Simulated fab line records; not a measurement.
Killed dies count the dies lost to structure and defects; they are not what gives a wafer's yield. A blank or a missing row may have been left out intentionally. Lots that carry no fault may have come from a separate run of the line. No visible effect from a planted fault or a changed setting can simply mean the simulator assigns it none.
A lot that was struck, set against a sound lot | flow rit_cmos | 19 out of 202 route steps
Sound: these wafers, L991.1, L991.3, L991.5. Wafers struck: L995.2, L995.5, L995.6. The cause comes at the end.
Order at every step that has rows: each side's tool, ch and its chambers, its first start. Under that, the readings that differ: sound wafers | struck wafers | difference of the means | sigmas: that difference in standard deviations of wafers without a fault.
alike: words and numbers the same on both sides, and readings whose means are apart by under 2 such deviations; not compared: readings that were withheld, readings missing a value for some wafer, numbers with overlapping values and no deviation given by the record, and bounds like >300 which may hide the same value.
The two part at a step that has a row with sigmas, a row that says differs or no value, or rows on one side only. Non-overlapping numbers with no deviation appear without sigmas and do not part them. Lack of a reading on every wafer of one side parts them only where that side has two or more wafers.

first, 3 steps without rows for these wafers: RIT_GATE_CLEAN_02 (cleans in dHF, time 30 s); RIT_GATE_CLEAN_03 (cleans in SC2, time 600 s); RIT_GATE_CLEAN_04 (cleans in dHF, time 60 s).
RIT_FOX2_THK_MEAS_91:
  struck on film_metro-02, day 5 09:09; sound on film_metro-04, day 4 12:03
  alike: FIELD_OXIDE_LEFT_2_THK
then, 2 steps without rows for these wafers: RIT_GATE_OXIDATION_05 (target thk 3 nm, ox time 270 s); RIT_GATE_ANNEAL_06 (time 600 s).
RIT_GATE_THK_MEAS_07:
  struck on film_metro-01, day 5 12:28; sound on film_metro-02, day 4 15:34
  alike: GATE_OXIDE_THK
then, 1 step without rows for these wafers: RIT_GATE_CVD_08 (deposits poly-Si from SiH4, target thk 250 nm, time 2220 s).
RIT_GATE_THK_MEAS_09:
  struck on film_metro-04, day 5 14:57; sound on film_metro-02, day 4 17:14
  alike: GATE_POLY_THK
then, 3 steps without rows for these wafers: RIT_GATE_HMDS_10 (prime time 60 s); RIT_GATE_COAT_11 (resist thk 850 nm); RIT_GATE_SOFTBAKE_12 (time 60 s).
RIT_GATE_EXPOSE_13: exposes mask M6, target cd 150 nm.
  sound on iline_stepper-02 ch 0, day 4 17:53; struck on iline_stepper-02 ch 0, day 5 15:41
  reading                      | sound                | struck            | difference | sigmas
  model.GATE.overlay_x_nm (nm) | 0.4775 0.4775 0.4775 | 5.615 5.615 5.615 | +5.138     |
  alike: mask
then, 2 steps without rows for these wafers: RIT_GATE_PEB_14; RIT_GATE_DEVELOP_15 (develop time 50 s).
RIT_GATE_CD_MEAS_16: the cd target is 150 nm.
  struck on cd_sem-01, day 5 16:05; sound on cd_sem-01, day 4 18:17
  alike: cd_nm
RIT_GATE_OVL_MEAS_17:
  struck on overlay-01, day 5 16:11; sound on overlay-02, day 4 18:24
  reading       | sound          | struck      | difference | sigmas
  GATE_OVL (nm) | -0.7 -1.2 -1.5 | 5.8 5.9 7.1 | +7.4       | +6
then, 1 step without rows for these wafers: RIT_GATE_HARDBAKE_18 (time 60 s).
RIT_M1_PROBE_99:
  struck on prober-01, day 6 15:55; sound on prober-01, day 5 17:52
  reading            | sound | struck | difference | sigmas
  killed_at_contacts | 0 0 0 | 0 1    | +0         | +2
  alike: killed_at_front_end, killed_dies, killed_on_rim, killed_open, killed_short

## WHERE THEY PART
First at RIT_GATE_OVL_MEAS_17; last, within this record, at RIT_M1_PROBE_99.

WHY: what the simulator had put in
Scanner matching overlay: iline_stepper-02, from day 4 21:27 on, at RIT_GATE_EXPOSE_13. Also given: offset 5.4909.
